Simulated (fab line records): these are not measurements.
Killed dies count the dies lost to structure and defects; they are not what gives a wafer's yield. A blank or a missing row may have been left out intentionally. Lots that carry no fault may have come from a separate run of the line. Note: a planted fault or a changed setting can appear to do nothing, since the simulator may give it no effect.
Which tool is to blame? | flow berkeley-cmos170 | 6 lots, 18 wafers sampled, at 4 steps of a route of 331

## WHAT THE GAUGES SHOWED, per wafer
UCB170_SILICIDE_RS_MEAS_02: measurement is done with a four-point probe.
lot  | measured     | on            | SILICIDE_TI_RS (ohm/sq)
L944 | day 8 14:29  | film-metro-03 | 25.5 25.4 25.4
L948 | day 9 05:55  | film-metro-04 | 25.1 25.0 24.9
L949 | day 9 14:17  | film-metro-03 | 25.8 25.9 26.0
L953 | day 10 11:47 | film-metro-04 | 25.4 25.2 46.8
L960 | day 11 22:44 | film-metro-01 | 25.4 25.1 25.3
L964 | day 12 07:02 | film-metro-01 | 25.1 25.5 25.3

## WHICH TOOL RAN EACH LOT (tool, then ch and the chambers of the sampled wafers, then the start)
lot  | UCB170_NLDD_STRIP_10                 | UCB170_SPACER_ETCHBACK_03          | UCB170_SILICIDE_SPUTTER_01
L944 | plasma-asher-01 ch 1, day 7 23:29    | rie-diel-03 ch 0,1,3, day 8 08:46  | pvd-sputter-02, day 8 14:28
L948 | plasma-asher-01 ch 0, day 8 17:32    | rie-diel-03 ch 0,1,3, day 8 23:01  | pvd-sputter-03, day 9 05:53
L949 | plasma-asher-01 ch 0,1, day 9 02:29  | rie-diel-01 ch 0,2, day 9 06:49    | pvd-sputter-04, day 9 14:16
L953 | plasma-asher-04 ch 0,1, day 9 19:07  | rie-diel-02 ch 0,1,3, day 10 01:55 | pvd-sputter-03, day 10 11:45
L960 | plasma-asher-02 ch 1, day 11 07:54   | rie-diel-01 ch 0,2, day 11 11:41   | pvd-sputter-02, day 11 22:43
L964 | plasma-asher-02 ch 0,1, day 11 20:05 | rie-diel-02 ch 0,1,3, day 11 23:16 | pvd-sputter-04, day 12 07:00
- UCB170_NLDD_STRIP_10: strips in O2.
- UCB170_SPACER_ETCHBACK_03: etches SiO2 in CHF3/CF4/Ar, stops on Si, target depth 376 nm, time 100 s.
- UCB170_SILICIDE_SPUTTER_01: material Ti, target thk 30 nm, time 25 s.

## THE ANSWER, worked out from the rows above alone
Rule: what is usual is taken from the lots themselves. Put in order of their means at a reading, lots are off if they are a third of the lots or fewer, leave a main group of 4 or more, and stand apart from it by a gap of 3 or more times the standard deviation of the main group's means; of several such gaps the widest counts. A main group is skipped when, at the precision printed for the reading in the tables above, its means are all equal. Also off: a lot with no number at a reading for which 4 or more lots have one. The other lots that the step has rows for count as sound.
Off: L953, seen at UCB170_SILICIDE_RS_MEAS_02 (SILICIDE_TI_RS). The main group: mean 25.4 ohm/sq, standard deviation 0.3.
If a tool, at a process step before that reading, ran all the lots that are off and no sound lot after the first of them, it fits. The gauges at UCB170_SILICIDE_RS_MEAS_02 are tried like those tools. Can't be told from this: 3 tools fit, plasma-asher-04 at UCB170_NLDD_STRIP_10, pvd-sputter-03 at UCB170_SILICIDE_SPUTTER_01, film-metro-04 at UCB170_SILICIDE_RS_MEAS_02.

## WHAT HAD BEEN PUT IN BY THE SIMULATOR
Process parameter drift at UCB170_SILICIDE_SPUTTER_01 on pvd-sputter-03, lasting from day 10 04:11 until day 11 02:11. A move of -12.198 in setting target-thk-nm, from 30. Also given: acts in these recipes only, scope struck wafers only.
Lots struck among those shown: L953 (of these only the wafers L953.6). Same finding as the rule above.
